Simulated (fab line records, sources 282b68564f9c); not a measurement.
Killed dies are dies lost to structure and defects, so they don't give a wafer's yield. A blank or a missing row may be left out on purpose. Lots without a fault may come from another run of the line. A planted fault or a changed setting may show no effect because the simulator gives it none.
Split-lot experiment | flow rit_cmos | 5 lots, 27 wafers read, on a route of 202 steps

THE SPLIT
At RIT_GATE_ETCH_19 (etches poly-Si in SF6/CHF3/O2, stops on SiO2, time 165 s, target depth 312.5 nm), the setting time_s was moved away from the recipe's 165 s on 12 of the 27 wafers read, by +17.8% to +35.3%. The other wafers ran this setting at the recipe's value.

The reading is taken at the split's own step.

THE READING
NOVOLAK_of_GATE_COAT_11.thk_nm (the simulator's own value, which no gauge read), in nm, at RIT_GATE_ETCH_19 (etches poly-Si in SF6/CHF3/O2, stops on SiO2, time 165 s, target depth 312.5 nm). The file gives no usual value for it. The 15 wafers here that ran the recipe average 668.5 nm, standard deviation 3 nm.

wafer  | tool, chamber at the split | time_s as run, s | against the recipe | NOVOLAK_of_GATE_COAT_11.thk_nm, nm | against lot-mates on the recipe
L075.1 | rie_si-01, 1               | 165              | recipe             | 671                                | -
L075.2 | rie_si-01, 0               | 165              | recipe             | 664.6                              | -
L075.3 | rie_si-01, 2               | 194.4            | +17.8%             | 652.6                              | -13.4
L075.5 | rie_si-01, 2               | 194.4            | +17.8%             | 652.6                              | -13.4
L075.4 | rie_si-01, 3               | 194.4            | +17.8%             | 648.4                              | -17.6
L075.6 | rie_si-01, 3               | 165              | recipe             | 662.3                              | -
L080.1 | rie_si-02, 1               | 165              | recipe             | 668.8                              | -
L080.2 | rie_si-02, 2               | 223.2            | +35.3%             | 640.9                              | -29.4
L080.3 | rie_si-02, 3               | 223.2            | +35.3%             | 644                                | -26.3
L080.4 | rie_si-02, 2               | 165              | recipe             | 671.6                              | -
L080.5 | rie_si-02, 1               | 223.2            | +35.3%             | 639.1                              | -31.2
L080.6 | rie_si-02, 3               | 165              | recipe             | 670.4                              | -
L082.1 | rie_si-02, 2               | 165              | recipe             | 669.1                              | -
L082.2 | rie_si-02, 1               | 165              | recipe             | 670.6                              | -
L082.3 | rie_si-02, 3               | 199.2            | +20.7%             | 654.9                              | -14.8
L082.4 | rie_si-02, 0               | 165              | recipe             | 669.4                              | -
L082.5 | rie_si-02, 2               | 199.2            | +20.7%             | 654.7                              | -15.0
L082.6 | rie_si-02, 3               | 199.2            | +20.7%             | 654.2                              | -15.5
L083.1 | rie_si-01, 2               | 165              | recipe             | 670.6                              | -
L083.2 | rie_si-01, 3               | 200.7            | +21.6%             | 642.4                              | -25.0
L083.3 | rie_si-01, 0               | 200.7            | +21.6%             | 646                                | -21.4
L083.4 | rie_si-01, 1               | 200.7            | +21.6%             | 656.7                              | -10.7
L083.5 | rie_si-01, 0               | 165              | recipe             | 667.4                              | -
L083.6 | rie_si-01, 3               | 165              | recipe             | 664.2                              | -
L085.2 | rie_si-01, 1               | 165              | recipe             | 672.9                              | -
L085.3 | rie_si-01, 2               | 165              | recipe             | 668.9                              | -
L085.5 | rie_si-01, 0               | 165              | recipe             | 665.1                              | -

THE FIT
A straight line over all 27 wafers: NOVOLAK_of_GATE_COAT_11.thk_nm changes by -0.799 nm for each +1% of time_s; r = -0.94; the points scatter about the line by 3.7 nm.
The same after taking each lot's own level away (the mean of its wafers on the recipe; 27 wafers): -0.818 nm for each +1%; r = -0.96; scatter 3.1 nm.
On that fit, the largest move of time_s shifts the reading by 29 nm.
The lots' own levels span 665.97 to 670.27 nm, that is 1.4 times the standard deviation above.
So the lot-to-lot level changes the slope little: the two slopes agree.
Check: with one of the wafers moved furthest among these (+35.3%) left out of the fit, the line predicts -28.7 nm for it against its lot-mates. It came out at -29.4 nm against them.

OTHER SPLITS ON THESE WAFERS
These wafers also went through other splits before the reading. Each is held against what the fit with the lots' levels taken away leaves over:
other split on the same wafers       | wafers away from the commonest value | r with NOVOLAK_of_GATE_COAT_11.thk_nm (lot level and that fit taken away)
RIT_ACTIVE_DEVELOP_10 develop_time_s | 12                                   | +0.02

THE FILE'S OWN FIT
NOVOLAK_of_GATE_COAT_11.thk_nm changes by -0.816 nm for each +1% of time_s, r = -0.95.
